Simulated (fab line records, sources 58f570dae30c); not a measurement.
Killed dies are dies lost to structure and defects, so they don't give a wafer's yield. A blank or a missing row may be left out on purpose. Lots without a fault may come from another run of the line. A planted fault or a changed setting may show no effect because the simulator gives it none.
Which tool did it? | flow berkeley_cmos170 | 6 lots, 18 wafers sampled, at 4 steps of a route of 331

WHAT THE GAUGES READ, wafer by wafer
UCB170_CONTACT_CD_MEAS_15: target cd 700 nm.
lot  | measured     | on        | cd_nm (nm)
L507 | day 8 01:24  | cd_sem-02 | 702.7 701.0 701.0
L511 | day 8 19:15  | cd_sem-01 | 700.0 700.4 700.5
L515 | day 9 06:36  | cd_sem-02 | 698.3 698.6 699.0
L514 | day 9 05:07  | cd_sem-02 | 701.0 703.6 702.1
L521 | day 10 09:32 | cd_sem-01 | 699.7 700.1 699.8
L522 | day 10 09:49 | cd_sem-02 | 699.2 698.8 699.1

WHICH TOOL RAN EACH LOT (tool, then ch and the chambers of the sampled wafers, then the start)
lot  | UCB170_ACTIVE_CLEAN_17         | UCB170_BACKSIDE_STRIP_03             | UCB170_SILICIDE_SPUTTER_01
L507 | wet_bench-01 ch 2, day 5 05:36 | plasma_asher-02 ch 1, day 7 17:56    | pvd_sputter-04, day 7 19:49
L511 | wet_bench-02 ch 2, day 6 04:23 | plasma_asher-04 ch 0,1, day 8 13:09  | pvd_sputter-03, day 8 14:06
L515 | wet_bench-02 ch 2, day 6 10:15 | plasma_asher-03 ch 0,1, day 9 00:10  | pvd_sputter-03, day 9 01:07
L514 | wet_bench-02 ch 0, day 6 10:38 | plasma_asher-02 ch 0,1, day 8 23:59  | pvd_sputter-04, day 9 00:56
L521 | wet_bench-02 ch 0, day 7 05:40 | plasma_asher-03 ch 0,1, day 10 04:26 | pvd_sputter-03, day 10 05:24
L522 | wet_bench-02 ch 0, day 7 10:19 | plasma_asher-02 ch 0,1, day 10 04:29 | pvd_sputter-01, day 10 05:35
- UCB170_ACTIVE_CLEAN_17: cleans in SPM, time 600 s.
- UCB170_BACKSIDE_STRIP_03: strips in O2.
- UCB170_SILICIDE_SPUTTER_01: material Ti, target thk 30 nm, time 25 s.

THE ANSWER, worked out from the rows above alone
Rule: what is usual is taken from the lots themselves. Put in order of their means at a reading, lots are off if they are a third of the lots or fewer, leave a main group of 4 or more, and stand apart from it by a gap of 3 or more times the standard deviation of the main group's means; of several such gaps the widest counts. A main group whose means are all the same, to the digits that the tables above print for the reading, isn't used. A lot without any number at a reading at which 4 lots or more have one is off too. The other lots that the step has rows for count as sound.
No lot is off at any reading shown: from this, nothing can be told.

WHAT THE SIMULATOR HAD PUT IN
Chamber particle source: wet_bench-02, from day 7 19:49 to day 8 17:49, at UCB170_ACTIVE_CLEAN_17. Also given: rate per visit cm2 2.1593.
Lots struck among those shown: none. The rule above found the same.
